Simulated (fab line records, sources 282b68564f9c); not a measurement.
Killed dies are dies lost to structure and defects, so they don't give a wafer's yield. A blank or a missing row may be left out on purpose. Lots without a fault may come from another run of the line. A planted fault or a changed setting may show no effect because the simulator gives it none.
A struck lot beside a sound one | flow rit_cmos | 20 steps out of a route of 202
Sound: wafers L835.2, L835.3, L835.4. Struck: wafers L834.2, L834.3, L834.5. The cause comes at the end.
At each step with rows: each side's tool, then ch and its chambers, then its first start. Under that, the readings that differ: sound wafers | struck wafers | difference of the means | sigmas: that difference in standard deviations of wafers without a fault.
alike: readings whose means differ by less than 2 such deviations, and words and numbers that are the same on both sides. not compared: withheld readings, readings that some wafer has no value for, bounds like >300 that may hide the same value, and numbers for which the record gives no deviation and whose values overlap.
The two part at a step that has a row with sigmas, a row that says differs or no value, or rows on one side only. Numbers that don't overlap but have no deviation are shown without sigmas and don't part them. A reading that every wafer of one side lacks parts them only if that side has two wafers or more.

first, 2 steps without rows for these wafers: RIT_NWELL_HARDBAKE_07 (time 120 s); RIT_NWELL_IMPLANT_08.
RIT_NWELL_STRIP_09: strips in O2, time 180 s.
  sound on plasma_asher-01 ch 0,1, day 4 01:49; struck on plasma_asher-04 ch 0,1, day 3 23:05
  alike: drypump_motor_current_A, rf_refl_power_W
  not compared: rf_hours_counter_h
RIT_NWELL_TW_MEAS_10:
  sound on film_metro-01, day 4 02:00; struck on film_metro-02, day 3 23:16
  alike: NWELL_TW
then, 2 steps without rows for these wafers: RIT_PWELL_HMDS_00 (prime time 60 s); RIT_PWELL_COAT_01 (resist thk 1300 nm).
RIT_PWELL_SOFTBAKE_02: time 61.77 s.
  sound on litho_track-04 ch 0, day 4 02:36; struck on litho_track-03 ch 0, day 3 23:38
  alike: plate_sensor_t_centre_C, plate_sensor_t_edge_C
then, 3 steps without rows for these wafers: RIT_PWELL_EXPOSE_03 (exposes mask M3, target cd 43700 nm); RIT_PWELL_PEB_04; RIT_PWELL_DEVELOP_05 (develop time 68 s).
RIT_PWELL_OVL_MEAS_06:
  sound on overlay-01, day 4 03:17; struck on overlay-01, day 4 00:20
  alike: PWELL_OVL
then, 1 step without rows for these wafers: RIT_PWELL_HARDBAKE_07 (time 120 s).
RIT_PWELL_IMPLANT_08:
  sound on implanter-01 ch 0, day 4 03:35; struck on implanter-02 ch 0, day 4 00:40
  reading                   | sound                | struck               | difference | sigmas
  beam_energy_keV           | 170.00 169.90 169.95 | 220.95 220.98 220.99 | +51.02     | +99 or more
  model.implant.rp_nm (nm)  | 476.8 476.8 476.8    | 608.6 608.6 608.6    | +131.8     |
  model.implant.drp_nm (nm) | 102.9 102.9 102.9    | 111.6 111.6 111.6    | +8.7       |
RIT_PWELL_STRIP_09: strips in O2, time 180 s.
  sound on plasma_asher-01 ch 0,1, day 4 03:43; struck on plasma_asher-01 ch 0,1, day 4 00:48
  alike: drypump_motor_current_A, rf_refl_power_W
  not compared: rf_hours_counter_h
RIT_PWELL_TW_MEAS_10:
  sound on film_metro-01, day 4 03:54; struck on film_metro-02, day 4 00:59
  alike: PWELL_TW
then, 1 step without rows for these wafers: RIT_WELLDRIVE_ANNEAL_00 (time 14700 s).
RIT_WELLDRIVE_RS_MEAS_01: measures by four-point-probe.
  sound on film_metro-01, day 4 10:53; struck on film_metro-02, day 4 06:08
  alike: NWELL_RS
RIT_WELLDRIVE_RS_MEAS_02: measures by four-point-probe.
  sound on film_metro-01, day 4 11:01; struck on film_metro-02, day 4 06:16
  reading           | sound             | struck            | difference | sigmas
  PWELL_RS (ohm/sq) | 428.9 429.8 430.6 | 417.8 415.7 417.9 | -12.6      | -11
then, 1 step without rows for these wafers: RIT_NRETRO_HMDS_00 (prime time 60 s).
RIT_M1_PROBE_99:
  sound on prober-01, day 5 16:58; struck on prober-02, day 5 12:14
  reading                             | sound             | struck            | difference | sigmas
  model.etest.nmos_0p3.r_on_ohm_um    | 2130 2142 2121    | 2028 2068 2010    | -96        |
  model.etest.nmos_0p15.drive_ua_um   | 483.7 465.8 478.5 | 493 494.4 498.4   | +19        |
  model.etest.pwell_pinched.rs_ohm_sq | 462.8 457.9 456.1 | 435.3 438.4 441.1 | -20.7      |
  model.etest.nmos_0p3.drive_ua_um    | 228.8 223.7 233.3 | 249.5 249.8 253.4 | +22.3      |
  model.etest.pwell.rs_ohm_sq         | 417.2 419.8 410.4 | 396.6 397.8 400   | -17.7      |
  alike: killed_at_front_end, killed_dies, killed_open, killed_short
  not compared: model.etest.nmos_0p15.r_on_ohm_um, model.etest.nmos_turned.drive_ua_um, model.etest.nmos_narrow.drive_ua_um

WHERE THEY PART
First at RIT_PWELL_IMPLANT_08; last, within this record, at RIT_WELLDRIVE_RS_MEAS_02. Later steps at which nothing parts them and some readings are alike: RIT_M1_PROBE_99.

WHY: what the simulator had put in
Process parameter drift: implanter-02, from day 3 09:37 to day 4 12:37, at RIT_PWELL_IMPLANT_08. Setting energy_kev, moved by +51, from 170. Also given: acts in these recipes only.
